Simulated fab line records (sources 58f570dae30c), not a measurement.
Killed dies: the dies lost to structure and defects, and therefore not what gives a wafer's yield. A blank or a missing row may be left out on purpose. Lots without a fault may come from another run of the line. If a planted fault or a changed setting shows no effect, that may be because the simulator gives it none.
fab line records -- flow berkeleyCmos170
record: lots: 6, wafers: 18, lastDay: 12
route steps=331 shown PLDD@155 NLDD@158
lots with no fault: from the same line, run without faults
startH: hours from the record's first day to the start of the lot's first wafer shown -- waitH: hours from the lot's prior step to this one -- " the same as in the row above -- L1.1+2: a single row standing in for several wafers -- - no value, or no start given -- * or withheld: withheld -- < > ~ a bound
route shown NAME@n: names a module that has steps shown in the file, with the first one's number in the route -- usual: the fault-free wafers' mean and standard deviation -- same: alike in all rows -- chamber/n: place in a boat -- sites: the reading at each site -- _std_site: the standard deviation of these -- _edge_site: outer sites' mean less inner sites' -- radiusMm: how far each site lies from the wafer's centre -- mask NAME#n: copy n -- behind: the tool/chamber that last shaped the wafer -- hold: why the lot was held/for how many hours/how that ended -- device: the n, p or np transistor that did not switch -- end of line: the route-end tests of the same wafers -- a step without rows: its recipe alone -- killed: the dies lost at the first sort to structure and to defects; this is not the yield of the wafer -- map: a wafer's dies, marking killed ones x, the rest . and places with no die _
set.NAME: the run value of the setting; set.NAME@STEP: its run value at that earlier step -- model.NAME: the simulator's own value behind a step, which no gauge read
certain route steps with their lots: each step a table, each wafer a row
services: the hour from which a tool's chamber was out of use, counted from the record's first day as startH (under 0 if before that day), plus the number of hours and why
== steps ==
step: UCB170_PLDD_STRIP_10
recipe: chemistry: O2, powerW: 400, pressureMtorr: 3500, platenTempC: withheld, o2FlowSccm: 400, overashFraction: 0.5
usual: drypumpMotorCurrentA: 5.8/0.51, oesProductAu: 0.734/0.0045, stripTimeToEndpointS: 21.62/0.06
lot.wafer,tool,chamber,startH,waitH,drypumpMotorCurrentA,oesProductAu,rfHoursCounterH,stripTimeToEndpointS
L857.1,plasmaAsher-04,0,162.25,0.1,6.3,0.724,5,21.57
L857.3,plasmaAsher-04,0,162.25,0.1,6.2,0.734,-,21.62
L857.6,plasmaAsher-04,1,162.25,0.1,6.0,0.738,-,21.63
L861.1,plasmaAsher-02,1,172.08,0.1,6.4,0.735,40,21.70
L861.5,plasmaAsher-02,0,172.08,0.1,5.3,0.732,-,21.56
L861.6,plasmaAsher-02,1,172.08,0.1,6.4,0.738,-,21.65
L867.1,plasmaAsher-01,1,199.64,0.1,6.3,0.731,49,21.62
L867.2,plasmaAsher-01,0,199.64,0.1,5.1,0.730,49,21.65
L867.3,plasmaAsher-01,1,199.64,0.1,6.2,0.730,-,21.59
L872.3,plasmaAsher-02,1,224.92,0.1,6.4,0.737,-,21.65
L872.4,plasmaAsher-02,0,224.92,0.1,5.3,0.731,-,21.56
L872.6,plasmaAsher-02,1,224.92,0.1,6.4,0.733,-,21.66
L873.1,plasmaAsher-01,1,233.26,0.1,6.2,0.732,54,21.52
L873.2,plasmaAsher-01,0,233.26,0.1,5.1,0.739,54,21.57
L873.5,plasmaAsher-01,1,233.26,0.1,6.3,0.737,-,21.56
L874.2,plasmaAsher-01,0,233.49,0.1,5.1,0.732,54,21.50
L874.4,plasmaAsher-01,1,233.49,0.1,6.3,0.739,-,21.58
L874.5,plasmaAsher-01,0,233.49,0.1,5.1,0.729,-,21.52
step: UCB170_PLDD_TW_MEAS_11
usual: PLDD_TW: 1023/12
lot.wafer,tool,chamber,startH,waitH,PLDD_TW
L857.1,filmMetro-04,-,162.35,0.1,1010
L857.3,filmMetro-04,-,162.35,0.1,1007
L857.6,filmMetro-04,-,162.35,0.1,1015
L861.1,filmMetro-04,-,172.18,0.1,1014
L861.5,filmMetro-04,-,172.18,0.1,1012
L861.6,filmMetro-04,-,172.18,0.1,1017
L867.1,filmMetro-04,-,199.74,0.1,1009
L867.2,filmMetro-04,-,199.74,0.1,1006
L867.3,filmMetro-04,-,199.74,0.1,1013
L872.3,filmMetro-01,-,225.01,0.1,1036
L872.4,filmMetro-01,-,225.01,0.1,1034
L872.6,filmMetro-01,-,225.01,0.1,1029
L873.1,filmMetro-04,-,233.36,0.1,1008
L873.2,filmMetro-04,-,233.36,0.1,1011
L873.5,filmMetro-04,-,233.36,0.1,1009
L874.2,filmMetro-01,-,233.60,0.1,1041
L874.4,filmMetro-01,-,233.60,0.1,1036
L874.5,filmMetro-01,-,233.60,0.1,1034
step: UCB170_PLDD_CLEAN_12
recipe: chemistry: SPM, tempC: 120, timeS: 600
step: UCB170_NLDD_HMDS_00
recipe: primeTimeS: 60, primeTempC: 100
step: UCB170_NLDD_COAT_01
recipe: resist: KrF, spinRpm: 1500, resistThkNm: 900
step: UCB170_NLDD_SOFTBAKE_02
recipe: resist: KrF, tempC: 130, timeS: 60
step: UCB170_NLDD_EXPOSE_03
recipe: maskId: NSELECT, na: 0.5, sigmaOuter: 0.6, sourceShape: conventional, targetCdNm: 1200, doseMj: 30
step: UCB170_NLDD_PEB_04
recipe: pebTempC: 130, pebTimeS: withheld, resist: KrF
step: UCB170_NLDD_DEVELOP_05
recipe: developer: TMAH, developTimeS: 45, resist: KrF, devTempC: 21
step: UCB170_NLDD_CD_MEAS_06
recipe: targetCdNm: 1200
usual: cdNm: 1200.2/1.6
lot.wafer,tool,chamber,startH,waitH,cdNm
L857.1,cdSem-01,-,163.93,-,1200.0
L857.3,cdSem-01,-,163.93,-,1200.7
L857.6,cdSem-01,-,163.93,-,1201.4
L861.1,cdSem-01,-,173.98,-,1203.3
L861.5,cdSem-01,-,173.98,-,1200.9
L861.6,cdSem-01,-,173.98,-,1203.4
L867.1,cdSem-01,-,201.13,-,1200.9
L867.2,cdSem-01,-,201.13,-,1201.0
L867.3,cdSem-01,-,201.13,-,1201.4
L872.3,cdSem-02,-,226.24,-,1202.0
L872.4,cdSem-02,-,226.24,-,1202.4
L872.6,cdSem-02,-,226.24,-,1202.9
L873.1,cdSem-02,-,234.56,-,1196.8
L873.2,cdSem-02,-,234.56,-,1196.5
L873.5,cdSem-02,-,234.56,-,1198.2
L874.2,cdSem-02,-,234.86,-,1199.2
L874.4,cdSem-02,-,234.86,-,1198.9
L874.5,cdSem-02,-,234.86,-,1200.9
step: UCB170_NLDD_OVL_MEAS_07
usual: NLDD_OVL: 2/5.2
lot.wafer,tool,chamber,startH,waitH,NLDD_OVL[nm]
L857.1,overlay-01,-,164.05,0.1,2
L857.3,overlay-01,-,164.05,0.1,2
L857.6,overlay-01,-,164.05,0.1,2
L861.1,overlay-01,-,174.10,0.1,8
L861.5,overlay-01,-,174.10,0.1,1
L861.6,overlay-01,-,174.10,0.1,2
L867.1,overlay-02,-,201.25,0.1,0
L867.2,overlay-02,-,201.25,0.1,6
L867.3,overlay-02,-,201.25,0.1,1
L872.3,overlay-01,-,226.34,0.1,7
L872.4,overlay-01,-,226.34,0.1,9
L872.6,overlay-01,-,226.34,0.1,11
L873.1,overlay-01,-,234.68,0.1,7
L873.2,overlay-01,-,234.68,0.1,4
L873.5,overlay-01,-,234.68,0.1,7
L874.2,overlay-01,-,234.96,0.1,8
L874.4,overlay-01,-,234.96,0.1,6
L874.5,overlay-01,-,234.96,0.1,6
step: UCB170_NLDD_IMPLANT_08
recipe: species: As, doseCm2: 5e+13, energyKev: 30, tiltDeg: 7, rotationDeg: 0
step: UCB170_NLDD_IMPLANT_09
recipe: species: As, doseCm2: 5e+13, energyKev: 30, tiltDeg: 7, rotationDeg: 180
usual: beamEnergyKeV: 30.000/0.011, faradayCurrentUA: 158/3.4
lot.wafer,tool,chamber,startH,waitH,beamEnergyKeV,faradayCurrentUA,model.implant.drpNm
L857.1,implanter-01,0,164.24,0.1,29.061,161,9.393
L857.3,implanter-01,0,164.24,0.1,29.068,154,9.393
L857.6,implanter-01,0,164.24,0.1,29.056,155,9.393
L861.1,implanter-01,0,174.28,0.1,29.090,155,9.393
L861.5,implanter-01,0,174.28,0.1,29.087,159,9.393
L861.6,implanter-01,0,174.28,0.1,29.101,154,9.393
L867.1,implanter-03,0,201.44,0.1,30.000,150,9.611
L867.2,implanter-03,0,201.44,0.1,29.988,156,9.611
L867.3,implanter-03,0,201.44,0.1,30.005,152,9.611
L872.3,implanter-02,0,226.56,0.1,30.013,153,9.611
L872.4,implanter-02,0,226.56,0.1,30.020,161,9.611
L872.6,implanter-02,0,226.56,0.1,30.020,156,9.611
L873.1,implanter-02,0,234.87,0.1,30.004,162,9.611
L873.2,implanter-02,0,234.87,0.1,29.999,153,9.611
L873.5,implanter-02,0,234.87,0.1,29.999,159,9.611
L874.2,implanter-01,0,235.17,0.1,30.004,155,9.611
L874.4,implanter-01,0,235.17,0.1,30.012,155,9.611
L874.5,implanter-01,0,235.17,0.1,29.990,155,9.611
step: UCB170_NLDD_STRIP_10
recipe: chemistry: O2, powerW: 400, pressureMtorr: 3500, platenTempC: withheld, o2FlowSccm: 400, overashFraction: 0.5
usual: drypumpMotorCurrentA: 5.8/0.47, oesProductAu: 0.735/0.0045, stripTimeToEndpointS: 21.60/0.067
lot.wafer,tool,chamber,startH,waitH,drypumpMotorCurrentA,oesProductAu,rfHoursCounterH,stripTimeToEndpointS
L857.1,plasmaAsher-02,0,164.39,0.1,5.3,0.731,40,21.47
L857.3,plasmaAsher-02,0,164.39,0.1,5.3,0.731,-,21.47
L857.6,plasmaAsher-02,0,164.39,0.1,5.3,0.728,-,21.54
L861.1,plasmaAsher-03,1,174.43,0.1,5.3,0.738,44,21.61
L861.5,plasmaAsher-03,0,174.43,0.1,5.2,0.734,-,21.70
L861.6,plasmaAsher-03,1,174.43,0.1,5.4,0.739,-,21.60
L867.1,plasmaAsher-04,1,201.59,0.1,5.9,0.744,10,21.52
L867.2,plasmaAsher-04,0,201.59,0.1,6.2,0.739,10,21.59
L867.3,plasmaAsher-04,1,201.59,0.1,5.9,0.729,-,21.64
L872.3,plasmaAsher-02,0,226.69,0.1,5.3,0.736,-,21.71
L872.4,plasmaAsher-02,1,226.69,0.1,6.4,0.734,-,21.64
L872.6,plasmaAsher-02,0,226.69,0.1,5.3,0.734,-,21.74
L873.1,plasmaAsher-02,1,235.02,0.1,6.4,0.735,48,21.55
L873.2,plasmaAsher-02,0,235.02,0.1,5.3,0.726,48,21.49
L873.5,plasmaAsher-02,0,235.02,0.1,5.3,0.734,-,21.64
L874.2,plasmaAsher-04,1,235.29,0.1,5.9,0.743,13,21.56
L874.4,plasmaAsher-04,1,235.29,0.1,6.0,0.735,-,21.51
L874.5,plasmaAsher-04,0,235.29,0.1,6.2,0.730,-,21.50
== services ==
tool,chamber,startH,hours,kind
implanter-03,-,142.06,6.1,pm
implanter-03,-,159.60,6.2,repair
plasmaAsher-04,-,214.28,1.0,repair
plasmaAsher-04,-,231.52,2.8,pm
== key ==
firstSign: step: UCB170_NLDD_IMPLANT_09, reading: beamEnergyKeV, direction: down, sigmas: 82, usual: 30.000, struck: 29.077
effect none on later readings
modelEffect: step: UCB170_NLDD_IMPLANT_09, value: implant.drpNm, without: 9.611, struck: 9.393
metAt UCB170_NLDD_IMPLANT_09
struckWafers L857.1,L857.3,L857.6,L861.1,L861.5,L861.6
testerLeftOut L857,L861
fault: kind: processParameterDrift, tool: implanter-01, chamber: -, onsetH: 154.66, steps: UCB170_NLDD_IMPLANT_09, channel: energyKev, offset: -0.93131, shape: step, endH: 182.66, actsIn: theseRecipesOnly, stated: 30
testerLeftOut: of these lots the tester's yield and bins aren't shown, on N5 and GAA mostly nor the transistor test; their killed dies are dies lost to structure and defects alone, not to doping, threshold or leakage, so they don't give the yield
